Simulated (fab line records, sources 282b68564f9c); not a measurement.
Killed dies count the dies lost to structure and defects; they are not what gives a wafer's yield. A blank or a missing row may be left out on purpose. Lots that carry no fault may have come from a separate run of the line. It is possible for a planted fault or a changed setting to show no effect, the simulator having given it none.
Struck lot and sound lot, side by side -- flow ritCmos -- 15 steps out of a route of 202
Sound: the wafers L530.3, L530.4, L530.6. The struck wafers were L542.4, L542.5, L542.6. The cause is named last.
Each step with rows lists, per side, the tool, then ch with its chambers, then its first start. Under that, the readings that differ: sound wafers -- struck wafers -- difference of the means -- sigmas: that difference in standard deviations of wafers without a fault.
alike: readings whose means differ by less than 2 such deviations, and words and numbers that are the same on both sides. not compared: withheld readings, readings that some wafer has no value for, bounds like >300 that may hide the same value, and numbers for which the record gives no deviation and whose values overlap.
Wherever a step has rows on one side only, a row that says differs or no value, or a row with sigmas, the two part there. Numbers that don't overlap but have no deviation are shown without sigmas and don't part them. Lack of a reading on every wafer of one side parts them only where that side has two or more wafers.

first, 6 steps without rows for these wafers: RIT_CONTACT_HMDS_02 (prime time 60 s); RIT_CONTACT_COAT_03 (resist thk 991.3 nm); RIT_CONTACT_SOFTBAKE_04 (time 60 s); RIT_CONTACT_EXPOSE_05 (exposes mask M11, target cd 1000 nm); RIT_CONTACT_PEB_06; RIT_CONTACT_DEVELOP_07 (develop time 120 s).
RIT_CONTACT_CD_MEAS_08: the cd target is 1000 nm.
  sound: cdSem-01 at day 4 05:16; struck: cdSem-02 at day 6 20:01
  alike: cdNm
RIT_CONTACT_OVL_MEAS_09:
  sound: overlay-02 at day 4 05:22; struck: overlay-01 at day 6 20:05
  alike: CONTACT_OVL
then, 1 step without rows for these wafers: RIT_CONTACT_HARDBAKE_10 (time 60 s).
RIT_CONTACT_ETCH_11: etches SiO2 in CHF3/CF4/Ar, stops on TiSi2, target depth 480 nm, time 320 s.
  sound on rieDiel-02 ch 0,2, day 4 05:40; struck on rieDiel-01 ch 0,1,2, day 6 20:16
  alike: drypumpMotorCurrentA, oesProductAu, throttleValvePct
  not compared: rfHoursCounterH
RIT_CONTACT_STRIP_12: strips in O2, time 180 s.
  sound on plasmaAsher-04 ch 0,1, day 4 05:55; struck on plasmaAsher-01 ch 0,1, day 6 20:31
  alike: drypumpMotorCurrentA
  not compared: rfHoursCounterH
RIT_CONTACT_CD_MEAS_90: the cd target is 1000 nm.
  sound: cdSem-01 at day 4 06:04; struck: cdSem-01 at day 6 20:41
  alike: cdNm
RIT_CONTACT_CLEAN_13: cleans in SC1, time 600 s.
  sound on wetBench-02 ch 3, day 4 06:09; struck on wetBench-04 ch 2, day 6 20:45
  no value came back on the struck wafers for bathGuardTempC (C), bathHeatDutyPct (%); on the sound wafers bathGuardTempC (C) reads 74.4 75.1 74.4
then, 1 step without rows for these wafers: RIT_CONTACT_CLEAN_14 (cleans in SC2, time 600 s).
RIT_M1_PROBE_99:
  sound: prober-01 at day 4 10:59; struck: prober-01 at day 7 02:22
  alike: killedAtFrontEnd, killedDies, killedOpen, killedShort

WHERE THEY PART
Within this record, at RIT_CONTACT_CLEAN_13 only. Later steps at which nothing parts them and some readings are alike: RIT_M1_PROBE_99.

WHY: what the simulator had put in
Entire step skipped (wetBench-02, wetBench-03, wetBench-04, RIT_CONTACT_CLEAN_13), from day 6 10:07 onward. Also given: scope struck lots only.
